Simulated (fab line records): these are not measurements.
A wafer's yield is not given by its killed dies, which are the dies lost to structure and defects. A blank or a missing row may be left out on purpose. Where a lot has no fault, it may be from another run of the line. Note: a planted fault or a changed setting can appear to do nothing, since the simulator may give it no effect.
Chamber matching :: flow rit cmos :: RIT_ACTIVE_ETCH_13 on rie diel-02 has 3 sister chambers
The step etches Si3N4 in SF6, stops on SiO2, time 210 s, target depth 210 nm. 14 wafers are shown with their chamber, then 4 later ones without.

== EACH WAFER AND ITS CHAMBER ==
wafer: L808.2
chamber: 2
drypump motor current A (A): 6.3
throttle valve pct (%): 7.42
oes product au (a.u.): 0.827

wafer: L808.4
chamber: 3
drypump motor current A (A): 6.5
throttle valve pct (%): 7.47
oes product au (a.u.): 0.816

wafer: L808.5
chamber: 0
drypump motor current A (A): 5.0
throttle valve pct (%): 7.41
oes product au (a.u.): 0.805

wafer: L811.1
chamber: 3
drypump motor current A (A): 6.5
throttle valve pct (%): 7.43
oes product au (a.u.): 0.820

wafer: L811.5
chamber: 0
drypump motor current A (A): 5.0
throttle valve pct (%): 7.40
oes product au (a.u.): 0.813

wafer: L811.6
chamber: 3
drypump motor current A (A): 6.5
throttle valve pct (%): 7.46
oes product au (a.u.): 0.814

wafer: L813.1
chamber: 2
drypump motor current A (A): 6.3
throttle valve pct (%): 7.41
oes product au (a.u.): 0.842

wafer: L813.2
chamber: 0
drypump motor current A (A): 5.1
throttle valve pct (%): 7.40
oes product au (a.u.): 0.808

wafer: L813.5
chamber: 2
drypump motor current A (A): 6.4
throttle valve pct (%): 7.41
oes product au (a.u.): 0.836

wafer: L824.2
chamber: 2
drypump motor current A (A): 6.4
throttle valve pct (%): 7.42
oes product au (a.u.): 0.845

wafer: L824.3
chamber: 0
drypump motor current A (A): 5.0
throttle valve pct (%): 7.39
oes product au (a.u.): 0.817

wafer: L824.6
chamber: 0
drypump motor current A (A): 5.1
throttle valve pct (%): 7.40
oes product au (a.u.): 0.810

wafer: L825.1
chamber: 2
drypump motor current A (A): 6.4
throttle valve pct (%): 7.41
oes product au (a.u.): 0.843

wafer: L825.2
chamber: 0
drypump motor current A (A): 5.1
throttle valve pct (%): 7.39
oes product au (a.u.): 0.825

SIGNATURES (means of the wafers above)
reading: drypump motor current A
chamber 0: 5.050
chamber 2: 6.360
chamber 3: 6.500
scatter within a chamber: 0.0495

reading: throttle valve pct
chamber 0: 7.3983
chamber 2: 7.4140
chamber 3: 7.4533
scatter within a chamber: 0.0107

reading: oes product au
chamber 0: 0.81300
chamber 2: 0.83860
chamber 3: 0.81667
scatter within a chamber: 0.00667
Rule: a wafer lies at a distance from a chamber equal to the root of the sum of squares, over the readings, of (its reading less the chamber's mean, divided by the reading's scatter). The wafer belongs to the nearest chamber; if the next one is less than 2 further off, it can't be placed. The scatter: the root of (the sum of the squares of (reading less its chamber's mean) over the shown wafers, divided by (wafers less chambers)).

== WAFERS WITH NO CHAMBER GIVEN ==
wafer: L825.6
drypump motor current A (A): 5.0
throttle valve pct (%): 7.39
oes product au (a.u.): 0.815

wafer: L828.2
drypump motor current A (A): 6.4
throttle valve pct (%): 7.40
oes product au (a.u.): 0.838

wafer: L828.5
drypump motor current A (A): 6.5
throttle valve pct (%): 7.47
oes product au (a.u.): 0.822

wafer: L830.4
drypump motor current A (A): 6.5
throttle valve pct (%): 7.44
oes product au (a.u.): 0.810

== CHAMBER TAKEN BY EACH ==
wafer: L825.6
from the rows above: 0
in truth: 0

wafer: L828.2
from the rows above: 2
in truth: 2

wafer: L828.5
from the rows above: 3
in truth: 3

wafer: L830.4
from the rows above: 3
in truth: 3
Correctly placed: 4 of 4. Can't be placed from these rows: 0. Placed wrongly: 0.
